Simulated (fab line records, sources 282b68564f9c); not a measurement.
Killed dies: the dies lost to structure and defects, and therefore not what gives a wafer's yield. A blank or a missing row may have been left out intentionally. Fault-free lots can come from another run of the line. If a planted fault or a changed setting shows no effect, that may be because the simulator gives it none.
One fault through the eyes of 2 desks    flow rit cmos    each desk has only its own numbers; what lay behind them comes last

THE TOOL OWNER'S DESK: rtp anneal-02
The tool's own readings at RIT_SILICIDE_RTA_06 (time 10 s, ramp up 5 s, ramp down 10 s): means of the sampled wafers that have a number, for each lot that ran on this tool. A lot is out of limits, marked OUT, if its mean lies more than 4 standard deviations from the usual mean; the brackets give that distance.
Columns: A = wafer_temp_C_max at RIT_SILICIDE_RTA_06, usual 753.4
lot   first seen here  A
L616  day 5 14:07      752.3
L624  day 7 09:31      692.4 (-55) OUT
L626  day 8 01:58      693.0 (-55) OUT
This desk's verdict: out of limits on L624, L626, starting with L624 at day 7 09:31 (wafer_temp_C_max at RIT_SILICIDE_RTA_06). In limits: L616.

METROLOGY DESK
What the gauges read, lot by lot, whatever tool the lot ran on: means of the sampled wafers that have a number. A lot is out of limits, marked OUT, if its mean lies more than 4 standard deviations from the usual mean; the brackets give that distance.
Columns: A = PSD_RS at RIT_SDANNEAL_RS_MEAS_04, usual 115.79 ohm/sq; B = NSD_RS at RIT_SDANNEAL_RS_MEAS_05, usual 84.39 ohm/sq; C = PLDD_RS at RIT_SDANNEAL_RS_MEAS_06, usual 178.4 ohm/sq; D = NLDD_RS at RIT_SDANNEAL_RS_MEAS_07, usual 151.3 ohm/sq; E = SILICIDE_TI_RS at RIT_SILICIDE_RS_MEAS_02, usual 47.6 ohm/sq; F = SILICIDE_TI_THK at RIT_SILICIDE_THK_MEAS_03, usual 30.6 nm
lot   first seen here  A       B      C      D      E     F
L613  day 5 01:30      115.72  84.33  178.5  151.2  48.3  30.3
L614  day 5 06:41      116.05  84.51  178.5  150.3  47.4  30.8
L616  day 5 13:11      115.51  84.46  178.6  151.5  48.2  30.1
L621  day 6 15:02      115.93  84.19  178.3  151.1  46.8  30.8
L624  day 7 08:35      116.05  84.45  178.9  151.3  48.1  30.0
L626  day 8 01:02      115.27  84.20  177.7  151.0  48.1  30.5
This desk's finding: nothing out of limits on any of the 6 lots.

ALL TOGETHER
The tool owner's desk could have raised an alarm at day 7 09:31, on L624, L626.
Nothing out of limits was seen by the metrology desk.
The metrology desk has L624, L626 on record, within its limits.
The lots listed all ran RIT_SILICIDE_RTA_06 on rtp anneal-02.

WHAT THE SIMULATOR PUT IN
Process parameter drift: rtp anneal-02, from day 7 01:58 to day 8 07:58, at RIT_SILICIDE_RTA_06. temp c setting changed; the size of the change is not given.
Lots struck among those shown: L624, L626.
Each desk's first reading out of limits, in hours after the fault started: the tool owner's desk, 8.
